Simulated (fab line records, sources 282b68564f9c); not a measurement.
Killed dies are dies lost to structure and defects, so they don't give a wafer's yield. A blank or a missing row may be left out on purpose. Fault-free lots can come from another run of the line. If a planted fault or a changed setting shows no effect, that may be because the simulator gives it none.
A struck lot beside a sound one -- flow rit cmos -- 15 steps out of a route of 202
Sound: the wafers L249.3, L249.5, L249.6. Struck: wafer L263.5 (left out: L263.1, L263.3 of the same lot, which were not struck); the cause appears at the end.
Order at every step that has rows: each side's tool, ch and its chambers, its first start. Under that, the readings that differ: sound wafers -- struck wafers -- difference of the means -- sigmas: that difference in standard deviations of wafers without a fault.
alike: readings with means less than 2 such deviations apart, plus words and numbers identical on both sides. not compared: withheld readings, readings lacking a value on some wafer, bounds such as >300 that could conceal the same value, and numbers that have no deviation in the record and whose values overlap.
Wherever a step has rows on one side only, a row that says differs or no value, or a row with sigmas, the two part there. Numbers that don't overlap but have no deviation are shown without sigmas and don't part them. Lack of a reading on every wafer of one side parts them only where that side has two or more wafers.

RIT_GATE_THK_MEAS_07:
  sound on film metro-04 at day 2 16:26; struck on film metro-04 at day 5 11:41
reading,sound,struck,difference,sigmas
GATE_OXIDE_THK (nm),3.15 3.08 3.03,2.97,-0.12,-2
then, 1 step without rows for these wafers: RIT_GATE_CVD_08 (deposits poly-Si from SiH4, target thk 250 nm, time 2220 s).
RIT_GATE_THK_MEAS_09:
  sound on film metro-03 at day 2 18:34; struck on film metro-04 at day 5 14:10
  alike: GATE_POLY_THK
then, 6 steps without rows for these wafers: RIT_GATE_HMDS_10 (prime time 60 s); RIT_GATE_COAT_11 (resist thk 850 nm); RIT_GATE_SOFTBAKE_12 (time 60 s); RIT_GATE_EXPOSE_13 (exposes mask M6, target cd 150 nm); RIT_GATE_PEB_14; RIT_GATE_DEVELOP_15 (develop time 50 s).
RIT_GATE_CD_MEAS_16 targets a cd of 150 nm.
  sound on cd sem-01 at day 2 19:37; struck on cd sem-02 at day 5 15:09
  alike: cd nm
RIT_GATE_OVL_MEAS_17:
  sound on overlay-01 at day 2 19:43; struck on overlay-02 at day 5 15:16
  alike: GATE_OVL
then, 1 step without rows for these wafers: RIT_GATE_HARDBAKE_18 (time 60 s).
RIT_GATE_ETCH_19: etches poly-Si in SF6/CHF3/O2, stops on SiO2, time 165 s, target depth 312.5 nm.
  sound on rie si-01 ch 0,1,2, day 2 19:53; struck on rie si-01 ch 1, day 5 15:28
reading,sound,struck,difference,sigmas
oes product au (a.u.),0.857 0.837 0.853,0.926,+0.077,+8
throttle valve pct (%),10.28 9.90 10.53,9.90,-0.34,-2
model.NOVOLAK_of_GATE_COAT_11.thk nm (nm),664.4 670 666.2,683.4,+16.5,
  alike: CHF3_flow_sccm, drypump motor current A
  not compared: rf hours counter h
RIT_GATE_STRIP_20: strips in O2, time 180 s.
  sound on plasma asher-04 ch 0,1, day 2 20:04; struck on plasma asher-04 ch 1, day 5 15:34
  alike: drypump motor current A
  not compared: rf hours counter h
RIT_M1_PROBE_99:
  the record has rows for the struck wafers here (prober-02, day 6 19:48) and none for the sound ones

## WHERE THEY PART
First at RIT_GATE_THK_MEAS_07; last, within this record, at RIT_M1_PROBE_99.

WHY: the cause the simulator had injected
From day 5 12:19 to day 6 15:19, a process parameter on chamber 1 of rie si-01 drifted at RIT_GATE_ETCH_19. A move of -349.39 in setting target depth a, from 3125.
